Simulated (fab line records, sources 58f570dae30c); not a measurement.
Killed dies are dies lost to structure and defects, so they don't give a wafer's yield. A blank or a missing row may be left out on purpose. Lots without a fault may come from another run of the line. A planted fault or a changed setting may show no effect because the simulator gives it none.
Chamber matching | flow berkeley_cmos170 | UCB170_SPACER_ETCHBACK_03 on rie_diel-01: 4 sister chambers
The step etches SiO2 in CHF3/CF4/Ar, stops on Si, target depth 376 nm, time 100 s. 4 wafers are shown with their chamber, then 8 later ones without.

WAFERS WITH THEIR CHAMBER
wafer  | chamber | throttle_valve_pct (%)
L301.1 | 1       | 6.67
L301.2 | 0       | 6.52
L301.4 | 2       | 6.63
L302.1 | 3       | 6.40

WAFERS WITHOUT THEIR CHAMBER
wafer  | throttle_valve_pct (%)
L302.5 | 6.52
L302.6 | 6.67
L305.1 | 6.38
L305.3 | 6.53
L305.4 | 6.63
L309.3 | 6.53
L309.5 | 6.38
L309.6 | 6.52

WHICH CHAMBER EACH WENT THROUGH
wafer  | from the rows above | in truth
L302.5 | 0                   | 0
L302.6 | 1                   | 1
L305.1 | 3                   | 3
L305.3 | 0                   | 0
L305.4 | 2                   | 2
L309.3 | 0                   | 0
L309.5 | 3                   | 3
L309.6 | 0                   | 0
Placed correctly: 8 of 8. Can't be placed from these rows: 0. Placed wrongly: 0.
How it was worked out, from the rows above alone: a wafer's distance from a chamber is the root of the sum, over the readings, of the square of ((its reading less the chamber's mean) divided by the reading's scatter). The wafer belongs to the nearest chamber; if the next one is less than 2 further off, it can't be placed. A chamber's mean is the mean of its shown wafers. The scatter: with one shown wafer a chamber, the root of the mean of the squares of how far each hidden wafer lies from its nearest shown one.
